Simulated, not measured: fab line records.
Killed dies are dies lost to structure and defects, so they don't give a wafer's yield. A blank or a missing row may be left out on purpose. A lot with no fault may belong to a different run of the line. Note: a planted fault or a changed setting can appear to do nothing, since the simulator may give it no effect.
Comparing a struck lot with a sound one | flow rit cmos | 15 out of 202 route steps
Sound: these wafers, L543.1, L543.3, L543.5. The struck wafers were L555.2, L555.5, L555.6. Last of all comes the cause.
At each step with rows: each side's tool, then ch and its chambers, then its first start. Under that, the readings that differ: sound wafers | struck wafers | difference of the means | sigmas: that difference in standard deviations of wafers without a fault.
alike: same words and numbers on both sides, and readings whose means sit less than 2 such deviations apart. not compared: any withheld reading, any reading some wafer has no value for, any bound like >300 that may hide the same value, and any number with overlapping values for which the record gives no deviation.
A row with sigmas, a row that says differs or no value, or rows on one side alone: a step with any of these is where the two part. When numbers do not overlap yet have no deviation, they are printed without sigmas and do not part them. A reading missing from all wafers of one side parts the sides only when that side holds two or more wafers.

first, 2 steps without rows for these wafers: RIT_PLDD_HARDBAKE_07 (time 60 s); RIT_PLDD_IMPLANT_08.
RIT_PLDD_STRIP_09: strips in O2, time 180 s.
  sound on plasma asher-04 ch 0,1, day 3 10:29; struck on plasma asher-04 ch 0,1, day 6 02:30
  alike: drypump motor current A
  not compared: rf hours counter h
RIT_PLDD_TW_MEAS_10:
  sound on film metro-01 at day 3 10:40; struck on film metro-03 at day 6 02:41
  reading | sound          | struck         | difference | sigmas
  PLDD_TW | 2298 2290 2273 | 2343 2353 2348 | +61        | +2
then, 4 steps without rows for these wafers: RIT_SPACER_CLEAN_00 (cleans in SC1, time 600 s); RIT_SPACER_CLEAN_01 (cleans in dHF, time 30 s); RIT_SPACER_CLEAN_02 (cleans in SC2, time 600 s); RIT_SPACER_CVD_03 (deposits Si3N4 from SiH2Cl2/NH3, target thk 250 nm, time 3300 s).
RIT_SPACER_THK_MEAS_04:
  sound on film metro-04 at day 3 13:00; struck on film metro-04 at day 6 05:02
  alike: SPACER_NITRIDE_THK
RIT_SPACER_ETCHBACK_05: etches Si3N4 in SF6/CHF3, stops on SiO2, target depth 250 nm, time 240 s.
  sound on rie diel-03 ch 0,3, day 3 13:04; struck on rie diel-01 ch 0,2,3, day 6 05:05
  alike: drypump motor current A, oes product au, throttle valve pct
  not compared: rf hours counter h
then, 2 steps without rows for these wafers: RIT_NSD_HMDS_00 (prime time 60 s); RIT_NSD_COAT_01 (resist thk 1000 nm).
RIT_NSD_SOFTBAKE_02: time 60 s.
  sound on litho track-03 ch 0, day 3 13:31; struck on litho track-01 ch 0, day 6 05:42
  reading          | sound             | struck            | difference | sigmas
  run length s (s) | 89.02 88.93 89.05 | 97.18 96.93 97.02 | +8.04      | +40
  alike: exhaust pa, plate temp C, resist line temp C
then, 1 step without rows for these wafers: RIT_NSD_EXPOSE_03 (exposes mask M9, target cd 40700 nm).
RIT_M1_PROBE_99:
  sound on prober-01 at day 4 00:49; struck on prober-02 at day 6 16:44
  alike: killed at contacts, killed at front end, killed dies, killed open, killed short

== WHERE THEY PART ==
Earliest at RIT_PLDD_TW_MEAS_10; latest, in this record, at RIT_NSD_SOFTBAKE_02. Later steps at which nothing parts them and some readings are alike: RIT_M1_PROBE_99.

WHY: the cause the simulator had injected
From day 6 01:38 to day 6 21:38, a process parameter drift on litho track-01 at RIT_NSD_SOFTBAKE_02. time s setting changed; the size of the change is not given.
